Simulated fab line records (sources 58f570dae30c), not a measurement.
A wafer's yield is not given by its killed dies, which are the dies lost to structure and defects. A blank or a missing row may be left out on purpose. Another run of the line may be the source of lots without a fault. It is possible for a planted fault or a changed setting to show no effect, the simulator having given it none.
Which tool did it? + flow berkeley_cmos170 + 7 lots, 21 wafers sampled, at 3 steps of a route of 331

## WHAT EACH GAUGE READ, for each wafer
UCB170_M1_CD_MEAS_90 targets a cd of 700 nm.
| lot  | measured     | on        | cd_nm (nm)        |
|------|--------------|-----------|-------------------|
| L320 | day 8 09:17  | cd_sem-02 | 705.8 700.8 704.6 |
| L324 | day 9 09:08  | cd_sem-01 | 706.0 701.8 699.9 |
| L323 | day 9 11:11  | cd_sem-02 | 701.3 697.6 699.4 |
| L326 | day 9 22:35  | cd_sem-02 | 698.7 702.2 697.1 |
| L333 | day 11 02:43 | cd_sem-02 | 699.6 697.3 698.3 |
| L337 | day 12 05:59 | cd_sem-02 | 686.2 686.4 686.0 |
| L340 | day 12 07:11 | cd_sem-02 | 699.6 698.8 701.7 |

## WHICH TOOL RAN EACH LOT (tool, then ch and the chambers of the sampled wafers, then the start)
| lot  | UCB170_M1_METAL_ETCH_12           | UCB170_M1_STRIP_13                   |
|------|-----------------------------------|--------------------------------------|
| L320 | rie_metal-02 ch 0,1, day 8 09:02  | plasma_asher-02 ch 0,1, day 8 09:10  |
| L324 | rie_metal-02 ch 0,1, day 9 08:54  | plasma_asher-02 ch 0,1, day 9 09:01  |
| L323 | rie_metal-03 ch 0,1, day 9 10:56  | plasma_asher-03 ch 0,1, day 9 11:05  |
| L326 | rie_metal-02 ch 0,1, day 9 22:21  | plasma_asher-01 ch 0,1, day 9 22:29  |
| L333 | rie_metal-03 ch 0,1, day 11 02:28 | plasma_asher-02 ch 0,1, day 11 02:37 |
| L337 | rie_metal-03 ch 0,1, day 12 05:44 | plasma_asher-03 ch 1, day 12 05:52   |
| L340 | rie_metal-04 ch 0,1, day 12 06:58 | plasma_asher-03 ch 0,1, day 12 07:05 |
- UCB170_M1_METAL_ETCH_12: etches Al in Cl2/BCl3, stops on PSG, target depth 780 nm, time 130 s.
- UCB170_M1_STRIP_13: strips in O2.

## THE ANSWER, worked out from the rows above alone
Rule: the usual values come from the lots themselves. Put in order of their means at a reading, lots are off if they are a third of the lots or fewer, leave a main group of 4 or more, and stand apart from it by a gap of 3 or more times the standard deviation of the main group's means; of several such gaps the widest counts. A main group is skipped when, at the precision printed for the reading in the tables above, its means are all equal. A lot without any number at a reading at which 4 lots or more have one is off too. Where the step has rows for the other lots, those lots are counted as sound.
Off at UCB170_M1_CD_MEAS_90 (cd_nm): L337. Mean 700.6 nm and standard deviation 1.9 in the main group.
A tool fits if, at a process step before that reading, it ran every lot that is off, and no sound lot after the first of them. Gauges at UCB170_M1_CD_MEAS_90: tried the same way as those tools. One candidate fits, namely rie_metal-03 at UCB170_M1_METAL_ETCH_12. A fault onset in the window from L333 (day 11 02:28, its last sound lot) to L337 (day 12 05:44, its first lot off) fits.

## WHAT THE SIMULATOR HAD PUT IN
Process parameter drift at UCB170_M1_METAL_ETCH_12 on rie_metal-03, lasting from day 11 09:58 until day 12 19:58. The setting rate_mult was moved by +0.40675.
Shown lots that were struck: L337. The rule above reached the same finding.
